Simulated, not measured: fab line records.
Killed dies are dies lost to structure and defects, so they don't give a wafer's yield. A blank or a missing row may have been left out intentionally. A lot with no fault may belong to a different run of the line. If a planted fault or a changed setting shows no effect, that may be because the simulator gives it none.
Lot-split experiment || flow berkeley_cmos170 || 23 wafers read from 5 lots, route of 331 steps

== SPLIT DETAILS ==
At UCB170_PWELL_CVD_05 (deposits Si3N4 from SiH2Cl2/NH3, target thk 220 nm, time 3300 s), the setting pressure_mtorr was moved away from the recipe's 200 mTorr on 15 of the 23 wafers read, by -7.7% to +12.5%. All remaining wafers had this setting at the recipe value.

Reading taken at the split's own step.

== THE READING ==
Si3N4_of_PWELL_CVD_05.thk_nm (the simulator's own value, which no gauge read), in nm, at UCB170_PWELL_CVD_05 (deposits Si3N4 from SiH2Cl2/NH3, target thk 220 nm, time 3300 s). No usual value for it is given in the file. Here, 8 wafers ran the recipe; their average is 220.9 nm with a standard deviation of 1.4 nm.

{"wafer": "L075.2", "tool, chamber at the split": "-, -", "pressure_mtorr as run, mTorr": 200, "against the recipe": "recipe", "Si3N4_of_PWELL_CVD_05.thk_nm, nm": 219.8, "against lot-mates on the recipe": "-"}
{"wafer": "L075.3", "tool, chamber at the split": "-, -", "pressure_mtorr as run, mTorr": 200, "against the recipe": "recipe", "Si3N4_of_PWELL_CVD_05.thk_nm, nm": 220.1, "against lot-mates on the recipe": "-"}
{"wafer": "L075.4", "tool, chamber at the split": "-, -", "pressure_mtorr as run, mTorr": 200, "against the recipe": "recipe", "Si3N4_of_PWELL_CVD_05.thk_nm, nm": 219.7, "against lot-mates on the recipe": "-"}
{"wafer": "L075.5", "tool, chamber at the split": "-, -", "pressure_mtorr as run, mTorr": 200, "against the recipe": "recipe", "Si3N4_of_PWELL_CVD_05.thk_nm, nm": 223, "against lot-mates on the recipe": "-"}
{"wafer": "L075.6", "tool, chamber at the split": "-, -", "pressure_mtorr as run, mTorr": 200, "against the recipe": "recipe", "Si3N4_of_PWELL_CVD_05.thk_nm, nm": 219.6, "against lot-mates on the recipe": "-"}
{"wafer": "L076.1", "tool, chamber at the split": "-, -", "pressure_mtorr as run, mTorr": 216.4, "against the recipe": "+8.2%", "Si3N4_of_PWELL_CVD_05.thk_nm, nm": 223.7, "against lot-mates on the recipe": "no lot-mate on the recipe"}
{"wafer": "L076.2", "tool, chamber at the split": "-, -", "pressure_mtorr as run, mTorr": 216.4, "against the recipe": "+8.2%", "Si3N4_of_PWELL_CVD_05.thk_nm, nm": 225, "against lot-mates on the recipe": "no lot-mate on the recipe"}
{"wafer": "L076.3", "tool, chamber at the split": "-, -", "pressure_mtorr as run, mTorr": 216.4, "against the recipe": "+8.2%", "Si3N4_of_PWELL_CVD_05.thk_nm, nm": 224.2, "against lot-mates on the recipe": "no lot-mate on the recipe"}
{"wafer": "L076.4", "tool, chamber at the split": "-, -", "pressure_mtorr as run, mTorr": 216.4, "against the recipe": "+8.2%", "Si3N4_of_PWELL_CVD_05.thk_nm, nm": 224.5, "against lot-mates on the recipe": "no lot-mate on the recipe"}
{"wafer": "L076.5", "tool, chamber at the split": "-, -", "pressure_mtorr as run, mTorr": 216.4, "against the recipe": "+8.2%", "Si3N4_of_PWELL_CVD_05.thk_nm, nm": 223.1, "against lot-mates on the recipe": "no lot-mate on the recipe"}
{"wafer": "L077.2", "tool, chamber at the split": "lpcvd-02, 1", "pressure_mtorr as run, mTorr": 200, "against the recipe": "recipe", "Si3N4_of_PWELL_CVD_05.thk_nm, nm": 223.3, "against lot-mates on the recipe": "-"}
{"wafer": "L077.4", "tool, chamber at the split": "lpcvd-02, 1", "pressure_mtorr as run, mTorr": 200, "against the recipe": "recipe", "Si3N4_of_PWELL_CVD_05.thk_nm, nm": 221.7, "against lot-mates on the recipe": "-"}
{"wafer": "L077.6", "tool, chamber at the split": "lpcvd-02, 1", "pressure_mtorr as run, mTorr": 200, "against the recipe": "recipe", "Si3N4_of_PWELL_CVD_05.thk_nm, nm": 220.4, "against lot-mates on the recipe": "-"}
{"wafer": "L081.1", "tool, chamber at the split": "-, -", "pressure_mtorr as run, mTorr": 225, "against the recipe": "+12.5%", "Si3N4_of_PWELL_CVD_05.thk_nm, nm": 227.3, "against lot-mates on the recipe": "no lot-mate on the recipe"}
{"wafer": "L081.3", "tool, chamber at the split": "-, -", "pressure_mtorr as run, mTorr": 225, "against the recipe": "+12.5%", "Si3N4_of_PWELL_CVD_05.thk_nm, nm": 225.9, "against lot-mates on the recipe": "no lot-mate on the recipe"}
{"wafer": "L081.4", "tool, chamber at the split": "-, -", "pressure_mtorr as run, mTorr": 225, "against the recipe": "+12.5%", "Si3N4_of_PWELL_CVD_05.thk_nm, nm": 225.8, "against lot-mates on the recipe": "no lot-mate on the recipe"}
{"wafer": "L081.5", "tool, chamber at the split": "-, -", "pressure_mtorr as run, mTorr": 225, "against the recipe": "+12.5%", "Si3N4_of_PWELL_CVD_05.thk_nm, nm": 226.1, "against lot-mates on the recipe": "no lot-mate on the recipe"}
{"wafer": "L081.6", "tool, chamber at the split": "-, -", "pressure_mtorr as run, mTorr": 225, "against the recipe": "+12.5%", "Si3N4_of_PWELL_CVD_05.thk_nm, nm": 226.6, "against lot-mates on the recipe": "no lot-mate on the recipe"}
{"wafer": "L083.2", "tool, chamber at the split": "-, -", "pressure_mtorr as run, mTorr": 184.6, "against the recipe": "-7.7%", "Si3N4_of_PWELL_CVD_05.thk_nm, nm": 213.8, "against lot-mates on the recipe": "no lot-mate on the recipe"}
{"wafer": "L083.3", "tool, chamber at the split": "-, -", "pressure_mtorr as run, mTorr": 184.6, "against the recipe": "-7.7%", "Si3N4_of_PWELL_CVD_05.thk_nm, nm": 213.9, "against lot-mates on the recipe": "no lot-mate on the recipe"}
{"wafer": "L083.4", "tool, chamber at the split": "-, -", "pressure_mtorr as run, mTorr": 184.6, "against the recipe": "-7.7%", "Si3N4_of_PWELL_CVD_05.thk_nm, nm": 213.2, "against lot-mates on the recipe": "no lot-mate on the recipe"}
{"wafer": "L083.5", "tool, chamber at the split": "-, -", "pressure_mtorr as run, mTorr": 184.6, "against the recipe": "-7.7%", "Si3N4_of_PWELL_CVD_05.thk_nm, nm": 213.5, "against lot-mates on the recipe": "no lot-mate on the recipe"}
{"wafer": "L083.6", "tool, chamber at the split": "-, -", "pressure_mtorr as run, mTorr": 184.6, "against the recipe": "-7.7%", "Si3N4_of_PWELL_CVD_05.thk_nm, nm": 214.2, "against lot-mates on the recipe": "no lot-mate on the recipe"}

FIT RESULTS
A straight line over all 23 wafers: Si3N4_of_PWELL_CVD_05.thk_nm changes by +0.59 nm for each +1% of pressure_mtorr; r = +0.95; the points scatter about the line by 1.5 nm.
Too few moved wafers have a lot-mate on the recipe to fit a line with each lot's own level taken away.

== THE FILE'S OWN FIT ==
Si3N4_of_PWELL_CVD_05.thk_nm changes by +0.591 nm for each +1% of pressure_mtorr, r = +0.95.
